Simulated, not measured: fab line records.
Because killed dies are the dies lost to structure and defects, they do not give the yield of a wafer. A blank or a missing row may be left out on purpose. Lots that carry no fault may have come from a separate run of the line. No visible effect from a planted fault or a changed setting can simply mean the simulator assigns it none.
One fault seen from 2 desks + flow berkeley_cmos170 + what lay behind the numbers comes last; until then each desk has only its own

## THE METROLOGY DESK
What the gauges read for every lot (on any tool): the sampled wafers with a number, averaged. A lot is out of limits, marked OUT, if its mean lies more than 4 standard deviations from the usual mean; the brackets give that distance.
Columns: A = SILICIDE_TI_RS at UCB170_SILICIDE_RS_MEAS_02, usual 25.9 ohm/sq; B = SILICIDE_TI_THK at UCB170_SILICIDE_THK_MEAS_03, usual 30.3 nm; C = cd_nm at UCB170_CONTACT_CD_MEAS_15, usual 699.6 nm
| lot  | first seen here | A               | B               | C     |
|------|-----------------|-----------------|-----------------|-------|
| L408 | day 7 09:03     | 26.0            | 30.0            | 700.0 |
| L410 | day 7 11:09     | 25.7            | 30.5            | 699.4 |
| L411 | day 7 17:19     | 26.1            | 30.1            | 699.5 |
| L413 | day 8 08:07     | 26.0            | 30.2            | 701.0 |
| L415 | day 8 08:38     | 26.5            | 29.8            | 700.2 |
| L421 | day 9 04:51     | 25.9            | 30.3            | 700.5 |
| L422 | day 9 17:52     | 28.1 (+5.5) OUT | 28.1 (-5.2) OUT | 700.4 |
| L426 | day 10 10:22    | 25.2            | 30.9            | 700.2 |
| L425 | day 10 10:31    | 26.0            | 30.3            | 699.3 |
| L428 | day 10 20:19    | 25.5            | 30.6            | 698.2 |
| L429 | day 10 20:36    | 26.4            | 29.8            | 697.2 |
| L430 | day 11 10:31    | 25.8            | 30.4            | 700.1 |
| L431 | day 11 12:06    | 26.1            | 30.1            | 698.6 |
This desk reports L422 out of limits; the earliest was L422 at day 9 17:52 (SILICIDE_TI_RS at UCB170_SILICIDE_RS_MEAS_02). In limits: L408, L410, L411, L413, L415, L421, L426, L425, L428, L429, L430, L431.

## THE TOOL OWNER'S DESK: pvd_sputter-04
The tool's own readings at UCB170_SILICIDE_SPUTTER_01 (material Ti, target thk 30 nm, time 25 s): means of the sampled wafers that have a number, for each lot that ran on this tool. A lot is out of limits, marked OUT, if its mean lies more than 4 standard deviations from the usual mean; the brackets give that distance.
Columns: A = throttle_valve_pct at UCB170_SILICIDE_SPUTTER_01, usual 29.6 %
| lot  | first seen here | A    |
|------|-----------------|------|
| L415 | day 8 08:32     | 28.6 |
| L422 | day 9 17:47     | 28.8 |
Finding of this desk: none of the 2 lots has anything out of limits.

## PUT TOGETHER
The metrology desk could have raised an alarm at day 9 17:52, on L422.
Nothing out of limits was seen by the tool owner's desk.
Tool owner's desk: L422 on record, inside its limits.
Every lot named ran UCB170_SILICIDE_SPUTTER_01 on pvd_sputter-04.

## WHAT THE SIMULATOR HAD INSERTED
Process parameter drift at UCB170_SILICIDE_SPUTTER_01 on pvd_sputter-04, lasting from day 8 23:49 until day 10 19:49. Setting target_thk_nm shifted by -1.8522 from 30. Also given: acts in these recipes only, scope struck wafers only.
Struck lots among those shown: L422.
Delay in hours, fault start to first out-of-limits reading, per desk: metrology desk 18.
